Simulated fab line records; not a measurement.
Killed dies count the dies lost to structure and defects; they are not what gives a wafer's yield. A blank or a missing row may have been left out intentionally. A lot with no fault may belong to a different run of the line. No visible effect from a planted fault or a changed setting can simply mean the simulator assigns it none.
Which tool was responsible?	flow berkeleyCmos170	route of 331 steps, sampled at 1 step: 15 lots, 45 wafers

WHAT THE GAUGES SHOWED, per wafer
UCB170_V1_THK_MEAS_04.
lot	measured	on	V1_POLISHED_THK (nm)
L715	day 7 04:58	filmMetro-01	998.8 999.1 998.6
L714	day 7 08:29	filmMetro-02	999.6 999.6 997.3
L716	day 7 08:48	filmMetro-01	1001.9 1000.2 999.1
L720	day 8 14:55	filmMetro-01	998.1 1001.6 999.9
L721	day 9 00:56	filmMetro-01	998.4 1000.1 999.3
L725	day 9 09:59	filmMetro-01	998.5 997.6 996.1
L726	day 9 16:02	filmMetro-01	998.0 998.6 999.6
L728	day 10 02:05	filmMetro-01	1001.7 997.3 998.2
L731	day 10 07:21	filmMetro-01	1000.6 1000.0 998.5
L730	day 10 07:40	filmMetro-01	999.5 998.3 999.2
L732	day 10 19:13	filmMetro-01	996.4 999.3 999.0
L733	day 10 19:31	filmMetro-01	1000.7 1001.3 998.3
L734	day 11 08:16	filmMetro-01	999.3 1002.3 1001.3
L737	day 11 18:13	filmMetro-01	999.1 999.1 999.0
L736	day 11 18:49	filmMetro-01	998.2 1002.4 998.9

WHICH TOOL RAN EACH LOT (tool, then ch and the chambers of the sampled wafers, then the start)
Before these readings, the record contains no process step.

WHAT THE TOOLS THEMSELVES READ (means of the sampled wafers that have a number; where no wafer has one, the mark that the record gives instead)
The record holds no such reading with a usual standard deviation.

THE ANSWER, worked out from the rows above alone
Rule: what is usual is taken from the lots themselves. Put in order of their means at a reading, lots are off if they are a third of the lots or fewer, leave a main group of 4 or more, and stand apart from it by a gap of 3 or more times the standard deviation of the main group's means; of several such gaps the widest counts. A main group whose means are all the same, to the digits that the tables above print for the reading, isn't used. A lot without any number at a reading at which 4 lots or more have one is off too. Where the step has rows for the other lots, those lots are counted as sound. Order of review: gauges by route order, followed by the tools' own readings, for which a lot's mean as printed above is used. The first step at which some lot is off is used, and at that step the reading that is off furthest; a lot without a number counts as furthest.
Nothing can be told from this: no lot is off at any reading shown.

WHAT THE SIMULATOR HAD INSERTED
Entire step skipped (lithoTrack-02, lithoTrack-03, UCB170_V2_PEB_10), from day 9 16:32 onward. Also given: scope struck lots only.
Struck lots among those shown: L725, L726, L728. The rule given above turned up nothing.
